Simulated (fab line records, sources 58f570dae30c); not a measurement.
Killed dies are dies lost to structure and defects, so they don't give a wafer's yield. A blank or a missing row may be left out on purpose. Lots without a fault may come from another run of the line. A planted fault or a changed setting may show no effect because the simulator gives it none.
Split-lot experiment | flow berkeley_cmos170 | 5 lots, 23 wafers read, on a route of 331 steps

THE SPLIT
At UCB170_PFIELD_COAT_01 (resist thk 900 nm), the setting resist_thk_nm was moved away from the recipe's 900 nm on 9 of the 23 wafers read, by -3.3% to +2.9%. The other wafers ran this setting at the recipe's value.

The reading is taken at the split's own step.

THE READING
KrF_of_PFIELD_COAT_01.thk_nm (the simulator's own value, which no gauge read), in nm, at UCB170_PFIELD_COAT_01 (resist thk 900 nm). The file gives no usual value for it. The 14 wafers here that ran the recipe average 901.2 nm, standard deviation 2.3 nm.

wafer  | tool, chamber at the split | resist_thk_nm as run, nm | against the recipe | KrF_of_PFIELD_COAT_01.thk_nm, nm | against lot-mates on the recipe
L075.1 | litho_track-03, 0          | 900                      | recipe             | 901.2                            | -
L075.6 | litho_track-03, 0          | 900                      | recipe             | 901.2                            | -
L075.3 | litho_track-03, 0          | 900                      | recipe             | 900.4                            | -
L077.1 | litho_track-04, 0          | 872.1                    | -3.1%              | 873.4                            | -28.9
L077.2 | litho_track-04, 0          | 872.1                    | -3.1%              | 871.9                            | -30.4
L077.4 | litho_track-04, 0          | 900                      | recipe             | 904.4                            | -
L077.5 | litho_track-04, 0          | 900                      | recipe             | 902.7                            | -
L077.6 | litho_track-04, 0          | 900                      | recipe             | 899.8                            | -
L080.1 | litho_track-04, 0          | 900                      | recipe             | 902.9                            | -
L080.3 | litho_track-04, 0          | 870.3                    | -3.3%              | 871.4                            | -30.2
L080.4 | litho_track-04, 0          | 900                      | recipe             | 900.4                            | -
L080.5 | litho_track-04, 0          | 870.3                    | -3.3%              | 871.8                            | -29.8
L080.6 | litho_track-04, 0          | 900                      | recipe             | 901.6                            | -
L082.1 | litho_track-04, 0          | 900                      | recipe             | 905.1                            | -
L082.2 | litho_track-04, 0          | 926                      | +2.9%              | 929.5                            | +27.1
L082.3 | litho_track-04, 0          | 926                      | +2.9%              | 929.4                            | +27.0
L082.5 | litho_track-04, 0          | 900                      | recipe             | 899.4                            | -
L082.6 | litho_track-04, 0          | 900                      | recipe             | 902.8                            | -
L084.1 | litho_track-01, 0          | 900                      | recipe             | 896.2                            | -
L084.2 | litho_track-01, 0          | 881.9                    | -2.0%              | 879.8                            | -17.4
L084.4 | litho_track-01, 0          | 881.9                    | -2.0%              | 882.2                            | -15.0
L084.5 | litho_track-01, 0          | 881.9                    | -2.0%              | 881.3                            | -15.9
L084.6 | litho_track-01, 0          | 900                      | recipe             | 898.2                            | -

THE FIT
A straight line over all 23 wafers: KrF_of_PFIELD_COAT_01.thk_nm changes by +9.43 nm for each +1% of resist_thk_nm; r = +0.99; the points scatter about the line by 2.1 nm.
The same after taking each lot's own level away (the mean of its wafers on the recipe; 23 wafers): +9.15 nm for each +1%; r = +0.99; scatter 1.6 nm.
On that fit, the largest move of resist_thk_nm shifts the reading by 30 nm.
The lots' own levels span 897.20 to 902.43 nm, that is 2.3 times the standard deviation above.
So the lot-to-lot level changes the slope little: the two slopes agree.
Check: with one of the wafers moved furthest among these (-3.3%) left out of the fit, the line predicts -29.9 nm for it against its lot-mates. It came out at -30.2 nm against them.

OTHER SPLITS ON THESE WAFERS
These wafers also went through other splits before the reading. Each is held against what the fit with the lots' levels taken away leaves over:
other split on the same wafers         | wafers away from the commonest value | r with KrF_of_PFIELD_COAT_01.thk_nm (lot level and that fit taken away)
UCB170_START_OXIDATION_02 temp_c       | 15                                   | -0.35
UCB170_PWELL_OXIDATION_02 ox_time_s    | 10                                   | -0.37
UCB170_PWELL_STRIP_16 overash_fraction | 5                                    | -0.13
UCB170_ACTIVE_EXPOSE_10 dose_mj        | 7                                    | +0.12

THE WHOLE CHAIN: every reading that the file lists as answering this split, in the file's order
step                   | what it does      | reading                                                                       | change (the file's fit)              | r (the file's)
UCB170_PFIELD_COAT_01  | resist thk 900 nm | KrF_of_PFIELD_COAT_01.thk_nm (the simulator's own value, which no gauge read) | +9.17 nm for each +1% of the setting | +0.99
UCB170_PFIELD_STRIP_08 | strips in O2      | strip_time_to_endpoint_s                                                      | withheld for each +1% of the setting | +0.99

THE FILE'S OWN FIT
KrF_of_PFIELD_COAT_01.thk_nm changes by +9.17 nm for each +1% of resist_thk_nm, r = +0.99.
